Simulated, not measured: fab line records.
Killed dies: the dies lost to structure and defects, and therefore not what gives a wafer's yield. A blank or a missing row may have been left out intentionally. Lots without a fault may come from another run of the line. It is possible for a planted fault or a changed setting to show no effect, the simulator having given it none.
Struck lot and sound lot, side by side ; flow berkeleyCmos170 ; 14 steps out of a route of 331
Sound: the wafers L472.1, L472.2, L472.4. Struck: wafers L480.3, L480.5, L480.6. At the end, the cause is stated.
Each step with rows lists, per side, the tool, then ch with its chambers, then its first start. Under that, the readings that differ: sound wafers ; struck wafers ; difference of the means ; sigmas: that difference in standard deviations of wafers without a fault.
alike: readings with means less than 2 such deviations apart, plus words and numbers identical on both sides. not compared: withheld readings, readings lacking a value on some wafer, bounds such as >300 that could conceal the same value, and numbers that have no deviation in the record and whose values overlap.
Wherever a step has rows on one side only, a row that says differs or no value, or a row with sigmas, the two part there. Numbers that don't overlap but have no deviation are shown without sigmas and don't part them. A reading missing from all wafers of one side parts the sides only when that side holds two or more wafers.

first, 1 step without rows for these wafers: UCB170_PSD_DEVELOP_05 (develop time 45 s).
UCB170_PSD_CD_MEAS_06 targets a cd of 1200 nm.
  sound: cdSem-01 at day 8 07:37; struck: cdSem-01 at day 10 10:46
  alike: cdNm
UCB170_PSD_OVL_MEAS_07:
  sound: overlay-01 at day 8 07:44; struck: overlay-02 at day 10 10:51
  alike: PSD_OVL
following that, these wafers have no rows for 1 step: UCB170_PSD_IMPLANT_08.
UCB170_PSD_STRIP_09: strips in O2.
  sound on plasmaAsher-01 ch 0,1, day 8 07:55; struck on plasmaAsher-03 ch 0,1, day 10 11:04
  alike: drypumpMotorCurrentA, oesProductAu, stripTimeToEndpointS
  not compared: rfHoursCounterH
UCB170_PSD_TW_MEAS_10:
  sound: filmMetro-02 at day 8 08:01; struck: filmMetro-04 at day 10 11:09
  alike: PSD_TW
then, 6 steps without rows for these wafers: UCB170_PSD_CLEAN_11 (cleans in SPM, time 600 s); UCB170_NSD_HMDS_00 (prime time 60 s); UCB170_NSD_COAT_01 (resist thk 900 nm); UCB170_NSD_SOFTBAKE_02 (time 60 s); UCB170_NSD_EXPOSE_03 (exposes mask NSELECT MOD, target cd 1200 nm); UCB170_NSD_PEB_04.
UCB170_NSD_DEVELOP_05: develop time 45 s.
  sound on lithoTrack-01 ch 0, day 8 09:00; struck on lithoTrack-02, day 10 12:00
  no value came back on the struck wafers for chillPlateTempC (C), developTimeS (s); on the sound wafers chillPlateTempC (C) reads 23.02 22.89 22.87
reading;sound;struck;difference;sigmas
model.KrF_of_NSD_COAT_01.thkNm (nm);885.5 885.7 886;900.2 900.2 902.3;+15.2;
UCB170_NSD_CD_MEAS_06 targets a cd of 1200 nm.
  sound: cdSem-02 at day 8 09:49; struck: cdSem-02 at day 10 12:16
reading;sound;struck;difference;sigmas
cdNm (nm);1200.3 1198.7 1200.9;- - -;no value on the struck wafers;

WHERE THEY PART
Earliest at UCB170_NSD_DEVELOP_05; latest, in this record, at UCB170_NSD_CD_MEAS_06.

WHY: what had been put in by the simulator
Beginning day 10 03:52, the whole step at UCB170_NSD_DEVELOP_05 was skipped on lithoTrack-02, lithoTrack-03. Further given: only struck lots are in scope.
